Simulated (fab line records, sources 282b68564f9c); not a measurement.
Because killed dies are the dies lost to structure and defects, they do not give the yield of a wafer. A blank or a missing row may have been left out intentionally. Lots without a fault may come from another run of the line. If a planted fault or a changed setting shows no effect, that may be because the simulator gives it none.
A struck lot beside a sound one + flow rit cmos + 15 steps out of a route of 202
Sound: wafers L448.2, L448.4, L448.6. Wafers struck: L466.2, L466.4, L466.5. The cause comes at the end.
For every step that has rows: the tool of each side, followed by ch and its chambers, followed by its first start. Under that, the readings that differ: sound wafers + struck wafers + difference of the means + sigmas: that difference in standard deviations of wafers without a fault.
alike: words and numbers the same on both sides, and readings whose means are apart by under 2 such deviations; not compared: readings that were withheld, readings missing a value for some wafer, numbers with overlapping values and no deviation given by the record, and bounds like >300 which may hide the same value.
Wherever a step has rows on one side only, a row that says differs or no value, or a row with sigmas, the two part there. Numbers that have no deviation but don't overlap get no sigmas and don't part them. A reading that every wafer of one side lacks parts them only if that side has two wafers or more.

RIT_ACTIVE_BOW_MEAS_00:
  sound: film metro-01 at day 2 01:01; struck: film metro-02 at day 5 19:01
  alike: INCOMING_BOW
then, 1 step without rows for these wafers: RIT_ACTIVE_OXIDATION_01 (target thk 46.8 nm, ox time 3360 s).
RIT_ACTIVE_THK_MEAS_02:
  sound: film metro-04 at day 2 03:59; struck: film metro-02 at day 6 05:41
  alike: ACTIVE_OXIDE_THK
then, 1 step without rows for these wafers: RIT_ACTIVE_CVD_03 (deposits Si3N4 from SiH2Cl2/NH3, target thk 150 nm, time 1500 s).
RIT_ACTIVE_THK_MEAS_04:
  sound: film metro-02 at day 2 06:11; struck: film metro-01 at day 6 07:53
  alike: ACTIVE_NITRIDE_THK
then, 1 step without rows for these wafers: RIT_ACTIVE_HMDS_05 (prime time 57.66 s).
RIT_ACTIVE_COAT_06: resist thk 1000 nm.
  sound on litho track-04 ch 0, day 2 06:24; struck on litho track-03 ch 0, day 6 08:06
| reading                                     | sound           | struck          | difference | sigmas |
|---------------------------------------------|-----------------|-----------------|------------|--------|
| model.NOVOLAK_of_ACTIVE_COAT_06.thk nm (nm) | 997.2 999.8 995 | 478.7 478.7 478 | -518.9     |        |
  alike: chill plate temp C
then, 4 steps without rows for these wafers: RIT_ACTIVE_SOFTBAKE_07 (time 60 s); RIT_ACTIVE_EXPOSE_08 (exposes mask M1, target cd 1400 nm); RIT_ACTIVE_PEB_09; RIT_ACTIVE_DEVELOP_10 (develop time 50 s).
RIT_ACTIVE_CD_MEAS_11: the cd target is 1400 nm.
  sound: cd sem-01 at day 2 07:13; struck: cd sem-02 at day 6 09:05
| reading    | sound                | struck               | difference | sigmas |
|------------|----------------------|----------------------|------------|--------|
| cd nm (nm) | 1402.3 1400.2 1399.4 | 1348.7 1347.9 1348.7 | -52.2      | -20    |
  not compared: hold
RIT_ACTIVE_ETCH_13: etches Si3N4 in SF6, stops on SiO2, time 210 s, target depth 210 nm.
  sound on rie diel-04 ch 0,2,3, day 2 07:31; struck on rie diel-02 ch 1,2, day 6 12:32
| reading                                     | sound             | struck          | difference | sigmas |
|---------------------------------------------|-------------------|-----------------|------------|--------|
| throttle valve pct (%)                      | 7.62 7.63 7.63    | 7.32 7.50 7.31  | -0.25      | -2     |
| model.NOVOLAK_of_ACTIVE_COAT_06.thk nm (nm) | 646.5 648.5 649.7 | 194.5 197 192.2 | -453.7     |        |
  alike: SF6_flow_sccm, drypump motor current A, oes product au
  not compared: rf hours counter h, model.ACTIVE.cd nm
RIT_ACTIVE_STRIP_14: strips in O2, time 180 s.
  sound on plasma asher-01 ch 0,1, day 2 07:39; struck on plasma asher-03 ch 0,1, day 6 12:40
  alike: drypump motor current A
  not compared: rf hours counter h
-- the record jumps here: 2 days lie between the struck wafers' starts before and after (it left off in module ACTIVE and takes up again in module M1, whose first step shown is number 202 of the route) --
RIT_M1_PROBE_99:
  sound: prober-01 at day 4 03:40; struck: prober-02 at day 8 16:50
  alike: killed at contacts, killed at front end, killed dies, killed open, killed short

== WHERE THEY PART ==
Earliest at RIT_ACTIVE_CD_MEAS_11; latest, in this record, at RIT_ACTIVE_ETCH_13. Later steps at which nothing parts them and some readings are alike: RIT_ACTIVE_STRIP_14, RIT_M1_PROBE_99.

WHY: what had been put in by the simulator
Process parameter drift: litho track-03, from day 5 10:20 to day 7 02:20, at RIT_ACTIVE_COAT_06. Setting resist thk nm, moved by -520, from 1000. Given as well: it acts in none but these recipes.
